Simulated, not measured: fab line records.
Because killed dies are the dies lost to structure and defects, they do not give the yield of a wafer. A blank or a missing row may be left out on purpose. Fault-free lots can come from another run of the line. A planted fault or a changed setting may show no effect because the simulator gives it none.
A struck lot beside a sound one    flow rit_cmos    15 steps out of a route of 202
Sound: wafers L774.4, L774.5, L774.6. The struck wafers were L786.2, L786.3, L786.4. The cause is named last.
Per side, at each step with rows, come the tool, then ch with its chambers, and then its first start. Under that, the readings that differ: sound wafers    struck wafers    difference of the means    sigmas: that difference in standard deviations of wafers without a fault.
alike: words and numbers the same on both sides, and readings whose means are apart by under 2 such deviations; not compared: readings that were withheld, readings missing a value for some wafer, numbers with overlapping values and no deviation given by the record, and bounds like >300 which may hide the same value.
The two part at a step that has a row with sigmas, a row that says differs or no value, or rows on one side only. Numbers that have no deviation but don't overlap get no sigmas and don't part them. A reading that every wafer of one side lacks parts them only if that side has two wafers or more.

first, 4 steps without rows for these wafers: RIT_PLDD_SOFTBAKE_02 (time 60 s); RIT_PLDD_EXPOSE_03 (exposes mask M8, target cd 40900 nm); RIT_PLDD_PEB_04; RIT_PLDD_DEVELOP_05 (develop time 50 s).
RIT_PLDD_OVL_MEAS_06:
  sound on overlay-02 at day 4 15:04; struck on overlay-02 at day 7 04:59
  alike: PLDD_OVL
then, 2 steps without rows for these wafers: RIT_PLDD_HARDBAKE_07 (time 60 s); RIT_PLDD_IMPLANT_08.
RIT_PLDD_STRIP_09: strips in O2, time 180 s.
  sound on plasma_asher-04 ch 0,1, day 4 15:26; struck on plasma_asher-03 ch 0,1, day 7 05:20
  alike: drypump_motor_current_A
  not compared: rf_hours_counter_h
RIT_PLDD_TW_MEAS_10:
  sound on film_metro-01 at day 4 15:35; struck on film_metro-02 at day 7 05:31
  alike: PLDD_TW
then, 3 steps without rows for these wafers: RIT_SPACER_CLEAN_00 (cleans in SC1, time 600 s); RIT_SPACER_CLEAN_01 (cleans in dHF, time 30 s); RIT_SPACER_CLEAN_02 (cleans in SC2, time 600 s).
RIT_SPACER_CVD_03: deposits Si3N4 from SiH2Cl2/NH3, target thk 250 nm, time 3232 s.
  sound on lpcvd-02 ch 1, day 4 17:06; struck on lpcvd-02 ch 0, day 7 05:56
reading                                   sound              struck             difference  sigmas
model.Si3N4_of_SPACER_CVD_03.thk_nm (nm)  247.4 247.1 244.8  404.6 402.9 403.7  +157.3      
  alike: nh3_flow_sccm, spike_tc_centre_C, spike_tc_source_C
RIT_SPACER_THK_MEAS_04:
  sound on film_metro-03 at day 4 19:03; struck on film_metro-03 at day 7 08:05
reading                  sound              struck             difference  sigmas
SPACER_NITRIDE_THK (nm)  247.5 247.1 244.7  404.6 403.0 403.7  +157.3      +75
  not compared: hold
RIT_M1_PROBE_99:
  the record holds rows for the sound wafers here (prober-01, day 5 07:33) but none for the struck ones

WHERE THEY PART
At RIT_SPACER_THK_MEAS_04 first; at RIT_M1_PROBE_99 last (within this record only).

WHY: the cause the simulator had injected
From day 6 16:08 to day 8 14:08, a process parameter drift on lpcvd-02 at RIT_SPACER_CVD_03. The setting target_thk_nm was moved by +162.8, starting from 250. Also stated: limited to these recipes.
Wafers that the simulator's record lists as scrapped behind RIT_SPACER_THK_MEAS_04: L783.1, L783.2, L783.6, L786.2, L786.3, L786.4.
